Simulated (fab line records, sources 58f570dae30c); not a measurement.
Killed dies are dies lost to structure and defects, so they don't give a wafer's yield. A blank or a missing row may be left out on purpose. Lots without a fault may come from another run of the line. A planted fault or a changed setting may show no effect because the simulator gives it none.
Split-lot experiment | flow berkeley_cmos170 | 5 lots, 23 wafers read, on a route of 331 steps

THE SPLIT
At UCB170_SCREENOX_OXIDATION_01 (target thk 14.4 nm, ox time 2400 s), the setting ox_time_s was moved away from the recipe's 2400 s on 10 of the 23 wafers read, by -7.2% to +5.5%. The other wafers ran this setting at the recipe's value.

The reading is taken at the split's own step.

THE READING
SiO2_of_SCREENOX_OXIDATION_01.thk_nm (the simulator's own value, which no gauge read), in nm, at UCB170_SCREENOX_OXIDATION_01 (target thk 14.4 nm, ox time 2400 s). The file gives no usual value for it. The 13 wafers here that ran the recipe average 14.44 nm, standard deviation 0.16 nm.

wafer  | tool, chamber at the split | ox_time_s as run, s | against the recipe | SiO2_of_SCREENOX_OXIDATION_01.thk_nm, nm | against lot-mates on the recipe
L074.1 | -, -                       | 2400                | recipe             | 14.49                                    | -
L074.2 | -, -                       | 2400                | recipe             | 14.34                                    | -
L074.3 | -, -                       | 2400                | recipe             | 14.17                                    | -
L074.4 | -, -                       | 2400                | recipe             | 14.26                                    | -
L074.5 | -, -                       | 2400                | recipe             | 14.32                                    | -
L076.2 | -, -                       | 2533                | +5.5%              | 15.02                                    | no lot-mate on the recipe
L076.3 | -, -                       | 2533                | +5.5%              | 15.13                                    | no lot-mate on the recipe
L076.4 | -, -                       | 2533                | +5.5%              | 14.92                                    | no lot-mate on the recipe
L076.5 | -, -                       | 2533                | +5.5%              | 15.1                                     | no lot-mate on the recipe
L076.6 | -, -                       | 2533                | +5.5%              | 14.91                                    | no lot-mate on the recipe
L077.1 | -, -                       | 2228                | -7.2%              | 14.24                                    | no lot-mate on the recipe
L077.5 | -, -                       | 2228                | -7.2%              | 14.24                                    | no lot-mate on the recipe
L077.2 | -, -                       | 2228                | -7.2%              | 13.99                                    | no lot-mate on the recipe
L077.4 | -, -                       | 2228                | -7.2%              | 13.94                                    | no lot-mate on the recipe
L077.6 | -, -                       | 2228                | -7.2%              | 14.19                                    | no lot-mate on the recipe
L080.1 | -, -                       | 2400                | recipe             | 14.3                                     | -
L080.2 | -, -                       | 2400                | recipe             | 14.6                                     | -
L080.3 | -, -                       | 2400                | recipe             | 14.66                                    | -
L080.4 | -, -                       | 2400                | recipe             | 14.56                                    | -
L080.5 | -, -                       | 2400                | recipe             | 14.44                                    | -
L083.2 | furnace-02, 0              | 2400                | recipe             | 14.66                                    | -
L083.4 | furnace-02, 0              | 2400                | recipe             | 14.62                                    | -
L083.5 | furnace-02, 0              | 2400                | recipe             | 14.29                                    | -

THE FIT
A straight line over all 23 wafers: SiO2_of_SCREENOX_OXIDATION_01.thk_nm changes by +0.0684 nm for each +1% of ox_time_s; r = +0.86; the points scatter about the line by 0.18 nm.
Too few moved wafers have a lot-mate on the recipe to fit a line with each lot's own level taken away.

THE FILE'S OWN FIT
SiO2_of_SCREENOX_OXIDATION_01.thk_nm changes by +0.0683 nm for each +1% of ox_time_s, r = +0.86.
